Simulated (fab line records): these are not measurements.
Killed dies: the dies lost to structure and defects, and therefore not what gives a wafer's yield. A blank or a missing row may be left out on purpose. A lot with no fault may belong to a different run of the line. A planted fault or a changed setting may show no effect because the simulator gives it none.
Comparing a struck lot with a sound one :: flow berkeley-cmos170 :: 14 out of 331 route steps
Sound: wafers L318.2, L318.4, L318.5. The struck wafers were L316.1, L316.2, L316.5. The cause comes at the end.
Order at every step that has rows: each side's tool, ch and its chambers, its first start. Under that, the readings that differ: sound wafers :: struck wafers :: difference of the means :: sigmas: that difference in standard deviations of wafers without a fault.
alike: words and numbers the same on both sides, and readings whose means are apart by under 2 such deviations; not compared: readings that were withheld, readings missing a value for some wafer, numbers with overlapping values and no deviation given by the record, and bounds like >300 which may hide the same value.
A row with sigmas, a row that says differs or no value, or rows on one side alone: a step with any of these is where the two part. Numbers that don't overlap but have no deviation are shown without sigmas and don't part them. A reading that every wafer of one side lacks parts them only if that side has two wafers or more.

first, 3 steps without rows for these wafers: UCB170_ACTIVE_CLEAN_00 (cleans in SPM, time 600 s); UCB170_ACTIVE_CLEAN_01 (cleans in dHF, time 60 s); UCB170_ACTIVE_OXIDATION_02 (target thk 26.4 nm, ox time 1260 s).
UCB170_ACTIVE_THK_MEAS_03:
  sound on film-metro-01 at day 8 15:29; struck on film-metro-02 at day 7 22:43
  alike: ACTIVE_OXIDE_THK
then, 2 steps without rows for these wafers: UCB170_ACTIVE_ANNEAL_04 (time 900 s); UCB170_ACTIVE_CVD_05 (deposits Si3N4 from SiH2Cl2/NH3, target thk 220 nm, time 3300 s).
UCB170_ACTIVE_THK_MEAS_06:
  sound on film-metro-01 at day 9 02:22; struck on film-metro-01 at day 8 06:51
  alike: ACTIVE_NITRIDE_THK
then, 4 steps without rows for these wafers: UCB170_ACTIVE_HMDS_07 (prime time 60 s); UCB170_ACTIVE_COAT_08 (resist thk 900 nm); UCB170_ACTIVE_SOFTBAKE_09 (time 60 s); UCB170_ACTIVE_EXPOSE_10 (exposes mask ACTIVE, target cd 1200 nm).
UCB170_ACTIVE_PEB_11:
  sound on litho-track-01 ch 0, day 9 03:00; struck on litho-track-04 ch 0, day 8 08:44
  alike: plate-sensor-t-centre-C, plate-sensor-t-edge-C
UCB170_ACTIVE_DEVELOP_12: develop time 45 s.
  sound on litho-track-01 ch 0, day 9 03:00; struck on litho-track-04, day 8 08:00
  no value came back on the struck wafers for chill-plate-temp-C (C), develop-time-s (s); on the sound wafers chill-plate-temp-C (C) reads 23.04 22.96 22.97
reading: model.KrF_of_ACTIVE_COAT_08.thk-nm (nm)
sound: 887.8 883.7 885.1
struck: 899.1 899.7 900.8
difference: +14.3
sigmas: 
UCB170_ACTIVE_CD_MEAS_13 targets a cd of 1200 nm.
  sound on cd-sem-02 at day 9 03:16; struck on cd-sem-02 at day 8 09:01
reading: cd-nm (nm)
sound: 1202.9 1203.2 1201.9
struck: - - -
difference: no value on the struck wafers
sigmas: 

== WHERE THEY PART ==
Earliest at UCB170_ACTIVE_DEVELOP_12; latest, in this record, at UCB170_ACTIVE_CD_MEAS_13.

WHY: whatever the simulator had introduced
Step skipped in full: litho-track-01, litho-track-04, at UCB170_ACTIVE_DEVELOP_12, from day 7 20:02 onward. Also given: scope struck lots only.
